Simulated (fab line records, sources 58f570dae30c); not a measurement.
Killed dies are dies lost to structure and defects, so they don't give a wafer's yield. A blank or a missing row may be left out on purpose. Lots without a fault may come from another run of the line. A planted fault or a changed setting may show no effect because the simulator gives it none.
Chamber matching | flow berkeley_cmos170 | UCB170_V2_ETCH_14 on rie_diel-01: 4 sister chambers
The step etches SiO2 in CHF3/CF4/Ar, stops on Al, target depth 1250 nm, time 291 s. 15 wafers are shown with their chamber, then 7 later ones without.

WAFERS WITH THEIR CHAMBER
wafer  | chamber | throttle_valve_pct (%) | drypump_motor_current_A (A) | oes_product_au (a.u.)
L712.2 | 0       | 6.94                   | 5.6                         | 0.876
L712.3 | 2       | 7.06                   | 5.1                         | 0.878
L712.4 | 1       | 6.85                   | 4.7                         | 0.867
L714.1 | 0       | 6.94                   | 5.6                         | 0.870
L714.3 | 3       | 6.74                   | 6.0                         | 0.852
L714.4 | 2       | 7.07                   | 5.1                         | 0.889
L715.1 | 3       | 6.73                   | 6.0                         | 0.858
L715.2 | 0       | 6.93                   | 5.6                         | 0.881
L715.4 | 2       | 7.06                   | 5.1                         | 0.889
L717.3 | 2       | 7.05                   | 5.1                         | 0.886
L717.4 | 0       | 6.94                   | 5.6                         | 0.879
L717.5 | 2       | 7.06                   | 5.1                         | 0.886
L725.3 | 1       | 6.85                   | 4.6                         | 0.863
L725.5 | 0       | 6.92                   | 5.5                         | 0.875
L727.1 | 1       | 6.85                   | 4.6                         | 0.869

SIGNATURES (means of the wafers above)
reading                 | chamber 0 | chamber 1 | chamber 2 | chamber 3 | scatter within a chamber
throttle_valve_pct      | 6.9340    | 6.8500    | 7.0600    | 6.7350    | 0.0072
drypump_motor_current_A | 5.580     | 4.633     | 5.100     | 6.000     | 0.0365
oes_product_au          | 0.87620   | 0.86633   | 0.88560   | 0.85500   | 0.00414
Rule: a wafer's distance from a chamber is the root of the sum, over the readings, of the square of ((its reading less the chamber's mean) divided by the reading's scatter). The wafer belongs to the nearest chamber; if the next one is less than 2 further off, it can't be placed. The scatter: the root of (the sum of the squares of (reading less its chamber's mean) over the shown wafers, divided by (wafers less chambers)).

WAFERS WITHOUT THEIR CHAMBER
wafer  | throttle_valve_pct (%) | drypump_motor_current_A (A) | oes_product_au (a.u.)
L727.6 | 6.84                   | 4.6                         | 0.867
L731.2 | 6.75                   | 6.0                         | 0.858
L731.4 | 6.83                   | 4.6                         | 0.865
L731.6 | 7.06                   | 5.1                         | 0.876
L733.1 | 6.75                   | 6.0                         | 0.859
L733.5 | 6.73                   | 6.0                         | 0.850
L733.6 | 6.95                   | 5.6                         | 0.869

WHICH CHAMBER EACH WENT THROUGH
wafer  | from the rows above | in truth
L727.6 | 1                   | 1
L731.2 | 3                   | 3
L731.4 | 1                   | 1
L731.6 | 2                   | 2
L733.1 | 3                   | 3
L733.5 | 3                   | 3
L733.6 | 0                   | 0
Placed correctly: 7 of 7. Can't be placed from these rows: 0. Placed wrongly: 0.
